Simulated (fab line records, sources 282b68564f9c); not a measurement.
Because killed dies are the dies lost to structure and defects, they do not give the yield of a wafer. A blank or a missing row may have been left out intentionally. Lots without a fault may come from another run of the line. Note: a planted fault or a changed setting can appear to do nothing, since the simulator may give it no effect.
What tool caused it? | flow rit cmos | 45 wafers from 15 lots sampled at 2 of the route's 202 steps

## WHAT EACH GAUGE READ, for each wafer
The record holds no reading of a measuring or inspecting step that can be judged against a usual standard deviation.

## WHICH TOOL RAN EACH LOT (tool, then ch and the chambers of the sampled wafers, then the start)
lot  | RIT_SPACER_ETCHBACK_05            | RIT_M1_PROBE_99
L535 | rie diel-03 ch 1,2,3, day 3 03:00 | -
L537 | rie diel-01 ch 1,2, day 3 13:05   | prober-02, day 4 00:28
L539 | rie diel-01 ch 1,2, day 3 22:40   | -
L540 | rie diel-03 ch 0,1,3, day 4 03:14 | -
L541 | rie diel-04 ch 1,2,3, day 4 06:04 | prober-02, day 4 17:36
L543 | rie diel-04 ch 1,2,3, day 4 18:41 | -
L544 | rie diel-03 ch 1,2,3, day 4 20:36 | -
L546 | rie diel-01 ch 1,3, day 5 06:01   | prober-01, day 5 17:02
L548 | rie diel-03 ch 0,1,2, day 5 17:56 | prober-01, day 6 06:40
L549 | rie diel-01 ch 0,2, day 6 00:31   | prober-02, day 6 14:10
L550 | rie diel-04 ch 0,1,2, day 6 02:25 | prober-01, day 6 17:28
L551 | rie diel-03 ch 1,2,3, day 6 11:09 | prober-02, day 6 22:31
L555 | rie diel-01 ch 1,2,3, day 7 07:04 | -
L557 | rie diel-04 ch 2,3, day 7 15:11   | -
L558 | rie diel-01 ch 0,1, day 7 18:29   | -
- RIT_SPACER_ETCHBACK_05: etches Si3N4 in SF6/CHF3, stops on SiO2, target depth 250 nm, time 240 s.
- RIT_M1_PROBE_99

## AS READ BY THE TOOLS THEMSELVES (means over the sampled wafers that have a number; for cases with no such wafer, the mark the record gives instead)
RIT_SPACER_ETCHBACK_05.
lot  | tool        | CHF3_flow_sccm (sccm) | SF6_flow_sccm (sccm) | drypump motor current A (A) | oes product au (a.u.) | throttle valve pct (%)
L535 | rie diel-03 | 30.03                 | 30.04                | 6.2                         | 0.848                 | 10.35
L537 | rie diel-01 | 30.04                 | 29.92                | 5.6                         | 0.843                 | 10.20
L539 | rie diel-01 | 30.03                 | 30.02                | 6.0                         | 0.848                 | 10.19
L540 | rie diel-03 | 30.08                 | 30.04                | 6.0                         | 0.838                 | 10.19
L541 | rie diel-04 | 30.04                 | 30.06                | 5.7                         | 0.848                 | 10.24
L543 | rie diel-04 | 29.97                 | 30.06                | 5.7                         | 0.847                 | 10.23
L544 | rie diel-03 | 30.00                 | 30.04                | 6.2                         | 0.849                 | 10.34
L546 | rie diel-01 | 30.03                 | 30.01                | 5.3                         | 0.861                 | 10.28
L548 | rie diel-03 | -                     | -                    | -                           | -                     | -
L549 | rie diel-01 | -                     | -                    | -                           | -                     | -
L550 | rie diel-04 | -                     | -                    | -                           | -                     | -
L551 | rie diel-03 | 29.99                 | 30.06                | 6.2                         | 0.857                 | 10.34
L555 | rie diel-01 | 30.00                 | 29.94                | 5.8                         | 0.843                 | 10.27
L557 | rie diel-04 | 29.95                 | 30.19                | 6.0                         | 0.835                 | 10.37
L558 | rie diel-01 | 29.98                 | 29.99                | 5.4                         | 0.850                 | 10.26

RIT_M1_PROBE_99.
lot  | tool      | killed at contacts | killed at front end | killed dies | killed on rim | killed open | killed short
L537 | prober-02 | 0.0                | 8                   | 8           | 2.3           | 4.0         | 3.7
L541 | prober-02 | 0.3                | 3                   | 4           | 1.0           | 1.3         | 2.3
L546 | prober-01 | 0.0                | 7                   | 7           | 2.7           | 4.0         | 3.3
L548 | prober-01 | 0.0                | 264                 | 264         | 70.0          | 2.3         | 1.7
L549 | prober-02 | 0.3                | 264                 | 264         | 70.0          | 3.3         | 4.0
L550 | prober-01 | 0.0                | 264                 | 264         | 70.0          | 4.7         | 3.3
L551 | prober-02 | 0.0                | 9                   | 9           | 1.3           | 3.0         | 5.7

## THE ANSWER, worked out from the rows above alone
Rule: the usual values come from the lots themselves. Put in order of their means at a reading, lots are off if they are a third of the lots or fewer, leave a main group of 4 or more, and stand apart from it by a gap of 3 or more times the standard deviation of the main group's means; of several such gaps the widest counts. Not used: any main group whose means are identical at the precision the tables above print for the reading. A lot without any number at a reading at which 4 lots or more have one is off too. Any other lot the step has rows for is counted as sound. First the gauges in route order, then the tools' own readings, where a lot's mean is used as printed above. At the first step where some lot is off, the reading lying furthest off is the one used; lots without a number count as furthest.
Off: L548, L549, L550, at RIT_SPACER_ETCHBACK_05 (CHF3_flow_sccm). Without a number there: L548, L549, L550. Mean 30.01 sccm and standard deviation 0.035 in the main group.
If a tool, at that step or one of the process steps before it, ran each lot that is off and ran no sound lot following the first of them, it fits. No candidate that was tried fits.

## WHAT WAS PUT IN BY THE SIMULATOR
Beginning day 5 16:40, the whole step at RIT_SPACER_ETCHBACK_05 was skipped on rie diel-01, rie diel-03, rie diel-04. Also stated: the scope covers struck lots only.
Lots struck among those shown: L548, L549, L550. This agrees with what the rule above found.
